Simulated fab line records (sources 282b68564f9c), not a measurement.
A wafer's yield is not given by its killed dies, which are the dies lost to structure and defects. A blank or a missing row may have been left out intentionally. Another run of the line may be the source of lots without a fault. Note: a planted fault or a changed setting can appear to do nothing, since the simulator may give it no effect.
2 desks, one fault + flow rit_cmos + each desk holds nothing but its own numbers, with what lay behind them at the end

== TOOL OWNER'S DESK, implanter-01 ==
For each lot that ran on this tool, the mean over its sampled wafers that have a number, from the tool's own readings at RIT_NSD_IMPLANT_08. Any lot whose mean is over 4 standard deviations away from the usual mean is out of limits and marked OUT; that distance is given in the brackets.
Columns: A = beam_energy_keV at RIT_NSD_IMPLANT_08, usual 25.000; B = dose_ions_cm2 at RIT_NSD_IMPLANT_08, usual 9.998e+14; C = faraday_current_uA at RIT_NSD_IMPLANT_08, usual 3134
| lot  | first seen here | A                        | B         | C    |
|------|-----------------|--------------------------|-----------|------|
| L926 | day 3 12:04     | 24.995                   | 9.985e+14 | 3100 |
| L927 | day 3 15:05     | 25.004                   | 9.990e+14 | 3137 |
| L930 | day 4 09:41     | 25.001                   | 9.997e+14 | 3108 |
| L934 | day 5 05:56     | 20.501 (-99 or more) OUT | 9.989e+14 | 3095 |
| L935 | day 5 14:09     | 20.489 (-99 or more) OUT | 1.000e+15 | 3149 |
This desk's verdict: out of limits on L934, L935, starting with L934 at day 5 05:56 (beam_energy_keV at RIT_NSD_IMPLANT_08). L926, L927, L930 stayed within limits.

== FROM THE METROLOGY DESK ==
Lot by lot, what the gauges showed, no matter which tool ran the lot: averages of those sampled wafers that carry a number. Any lot whose mean is over 4 standard deviations away from the usual mean is out of limits and marked OUT; that distance is given in the brackets.
Columns: A = INCOMING_BOW at RIT_ACTIVE_BOW_MEAS_00, usual 0 um; B = NSD_TW at RIT_NSD_TW_MEAS_10, usual 3173; C = NSD_RS at RIT_SDANNEAL_RS_MEAS_05, usual 84.71 ohm/sq; D = CONTACT_OVL at RIT_CONTACT_OVL_MEAS_09, usual 0.5 nm
| lot  | first seen here | A  | B               | C                | D    |
|------|-----------------|----|-----------------|------------------|------|
| L924 | day 1 10:02     | -4 | 3168            | 84.49            | 0.9  |
| L925 | day 1 15:00     | 7  | 3179            | 85.00            | 0.1  |
| L926 | day 1 20:00     | 1  | 3178            | 84.39            | 1.4  |
| L927 | day 2 01:00     | 4  | 3163            | 84.75            | 0.2  |
| L930 | day 2 16:00     | -1 | 3164            | 85.09            | 0.1  |
| L934 | day 3 12:00     | -4 | 3005 (-9.3) OUT | 86.25 (+5.7) OUT | 1.2  |
| L935 | day 3 17:01     | 6  | 3008 (-9.2) OUT | 86.67 (+7.3) OUT | 0.7  |
| L936 | day 3 22:01     | 9  | 3177            | 84.84            | 0.9  |
| L939 | day 4 13:00     | -1 | 3192            | 84.92            | -0.1 |
| L945 | day 5 19:00     | 2  | 3181            | 85.11            | -0.8 |
| L947 | day 6 05:01     | 0  | 3141            | 84.98            | 0.7  |
This desk reports L934, L935 out of limits; the earliest was L934 at day 5 06:15 (NSD_TW at RIT_NSD_TW_MEAS_10). L924, L925, L926, L927, L930, L936, L939, L945, L947 stayed within limits.

== TAKEN TOGETHER ==
On L934, L935, at day 5 05:56, an alarm was possible from the tool owner's desk.
The metrology desk could have raised an alarm at day 5 06:15, on L934, L935.
Of the lots named, all ran RIT_NSD_IMPLANT_08 on implanter-01.

== WHAT HAD BEEN PUT IN BY THE SIMULATOR ==
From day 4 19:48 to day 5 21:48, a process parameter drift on implanter-01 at RIT_NSD_IMPLANT_08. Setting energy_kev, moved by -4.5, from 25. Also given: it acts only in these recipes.
Lots struck among those shown: L934, L935.
Time in hours from fault onset to the first out-of-limits reading at each desk: tool owner's desk 10, metrology desk 10.
